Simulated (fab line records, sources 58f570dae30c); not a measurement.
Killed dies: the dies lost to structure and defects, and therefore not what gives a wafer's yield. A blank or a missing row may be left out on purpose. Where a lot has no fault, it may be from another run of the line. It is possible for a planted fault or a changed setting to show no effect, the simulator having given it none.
Matching of chambers ; flow berkeley cmos170 ; UCB170_V2_CMP_02 on cmp-02: 4 sister chambers
The step polishes SiO2. 4 wafers are shown with their chamber, then 7 later ones without.

## WAFERS PAIRED WITH THEIR CHAMBERS
wafer;chamber;motor current A (A)
L902.3;0;16.4
L910.6;2;17.2
L915.2;1;13.7
L915.4;3;14.7

## WAFERS MISSING THEIR CHAMBER
wafer;motor current A (A)
L915.6;17.4
L917.1;14.2
L917.4;17.9
L917.5;17.8
L919.2;17.4
L919.3;14.2
L919.5;14.2

## THE CHAMBER EACH PASSED THROUGH
wafer;from the rows above;in truth
L915.6;can't be placed: 2 or 0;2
L917.1;can't be placed: 1 or 3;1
L917.4;can't be placed: 2 or 0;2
L917.5;can't be placed: 2 or 0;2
L919.2;can't be placed: 2 or 0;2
L919.3;can't be placed: 1 or 3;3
L919.5;can't be placed: 1 or 3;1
0 of 7 placed correctly. Unplaceable from these rows: 7, with the true chamber sitting among the candidates in 7. Wrongly placed: 0.
How it was worked out, from the rows above alone: a wafer's distance from a chamber is the root of the sum, over the readings, of the square of ((its reading less the chamber's mean) divided by the reading's scatter). The wafer belongs to the nearest chamber; if the next one is less than 2 further off, it can't be placed. The mean given for a chamber averages the wafers shown for that chamber. The scatter: with one shown wafer a chamber, the root of the mean of the squares of how far each hidden wafer lies from its nearest shown one.
